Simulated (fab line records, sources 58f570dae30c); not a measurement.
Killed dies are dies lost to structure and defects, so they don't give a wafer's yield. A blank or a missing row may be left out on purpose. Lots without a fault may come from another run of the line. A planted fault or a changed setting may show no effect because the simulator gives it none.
Which tool did it? | flow berkeley_cmos170 | 7 lots, 21 wafers sampled, at 1 step of a route of 331

WHAT THE GAUGES READ, wafer by wafer
UCB170_PWELL_TW_MEAS_17.
lot  | measured    | on            | PWELL_TW
L260 | day 3 17:31 | film_metro-01 | 379.5 377.8 376.9
L264 | day 4 17:00 | film_metro-03 | 381.3 377.7 382.2
L266 | day 4 22:49 | film_metro-03 | 378.4 376.8 379.9
L267 | day 5 08:13 | film_metro-01 | 378.3 379.3 377.6
L271 | day 6 01:42 | film_metro-03 | 383.8 380.9 381.5
L274 | day 6 21:38 | film_metro-03 | 380.7 383.6 381.4
L278 | day 7 11:17 | film_metro-03 | 376.8 380.4 377.0

WHICH TOOL RAN EACH LOT (tool, then ch and the chambers of the sampled wafers, then the start)
The record holds no process step before these readings.

THE ANSWER, worked out from the rows above alone
Rule: what is usual is taken from the lots themselves. Put in order of their means at a reading, lots are off if they are a third of the lots or fewer, leave a main group of 4 or more, and stand apart from it by a gap of 3 or more times the standard deviation of the main group's means; of several such gaps the widest counts. A main group whose means are all the same, to the digits that the tables above print for the reading, isn't used. A lot without any number at a reading at which 4 lots or more have one is off too. The other lots that the step has rows for count as sound.
No lot is off at any reading shown: from this, nothing can be told.

WHAT THE SIMULATOR HAD PUT IN
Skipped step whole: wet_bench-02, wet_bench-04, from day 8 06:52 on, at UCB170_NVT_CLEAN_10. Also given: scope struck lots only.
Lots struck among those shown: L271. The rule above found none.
